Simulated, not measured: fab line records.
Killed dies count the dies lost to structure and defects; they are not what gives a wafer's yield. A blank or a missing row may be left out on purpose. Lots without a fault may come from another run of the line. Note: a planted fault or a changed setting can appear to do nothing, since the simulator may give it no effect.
Which of the tools did it? || flow berkeley_cmos170 || 7 lots, 21 wafers sampled, at 2 steps of a route of 331

== WHAT EACH GAUGE READ, for each wafer ==
UCB170_NSD_CD_MEAS_06: the cd target is 1200 nm.
{"lot": "L367", "measured": "day 8 04:19", "on": "cd_sem-01", "cd_nm (nm)": "1200.5 1199.6 1199.9"}
{"lot": "L370", "measured": "day 8 19:43", "on": "cd_sem-02", "cd_nm (nm)": "1198.5 1199.5 1196.6"}
{"lot": "L373", "measured": "day 9 03:00", "on": "cd_sem-01", "cd_nm (nm)": "1199.8 1199.9 1199.8"}
{"lot": "L374", "measured": "day 9 19:02", "on": "cd_sem-01", "cd_nm (nm)": "1201.9 1201.7 1203.2"}
{"lot": "L377", "measured": "day 10 06:57", "on": "cd_sem-02", "cd_nm (nm)": "1201.9 1201.1 1201.8"}
{"lot": "L383", "measured": "day 11 13:59", "on": "cd_sem-01", "cd_nm (nm)": "1199.3 1199.0 1199.0"}
{"lot": "L386", "measured": "day 11 21:37", "on": "cd_sem-01", "cd_nm (nm)": "1201.6 1199.7 1201.6"}

== TOOL THAT RAN EACH LOT (tool first, then ch and the chambers of the sampled wafers, then the start) ==
{"lot": "L367", "UCB170_GATE_ETCH_14": "rie_diel-02 ch 0,1,3, day 7 13:34"}
{"lot": "L370", "UCB170_GATE_ETCH_14": "rie_diel-02 ch 0,3, day 8 05:03"}
{"lot": "L373", "UCB170_GATE_ETCH_14": "rie_diel-02 ch 0,1,3, day 8 13:25"}
{"lot": "L374", "UCB170_GATE_ETCH_14": "rie_diel-03 ch 0,1,3, day 9 03:11"}
{"lot": "L377", "UCB170_GATE_ETCH_14": "rie_diel-04 ch 0,1, day 9 13:41"}
{"lot": "L383", "UCB170_GATE_ETCH_14": "rie_diel-02 ch 0,2, day 11 00:23"}
{"lot": "L386", "UCB170_GATE_ETCH_14": "rie_diel-04 ch 0,2,3, day 11 07:15"}
- UCB170_GATE_ETCH_14: etches BARC in N2/H2.

== THE ANSWER, worked out from the rows above alone ==
Rule: the usual values come from the lots themselves. The widest of any qualifying gaps counts: lots, ordered by their means at a reading, are off when they make up no more than a third of the lots, leave a main group of 4 or more, and stand apart from it by 3 or more times the standard deviation of that group's means. A main group is skipped when, at the precision printed for the reading in the tables above, its means are all equal. A lot without any number at a reading at which 4 lots or more have one is off too. The other lots that the step has rows for count as sound.
None of the lots is off at any reading shown; this tells nothing.

== WHAT THE SIMULATOR HAD INSERTED ==
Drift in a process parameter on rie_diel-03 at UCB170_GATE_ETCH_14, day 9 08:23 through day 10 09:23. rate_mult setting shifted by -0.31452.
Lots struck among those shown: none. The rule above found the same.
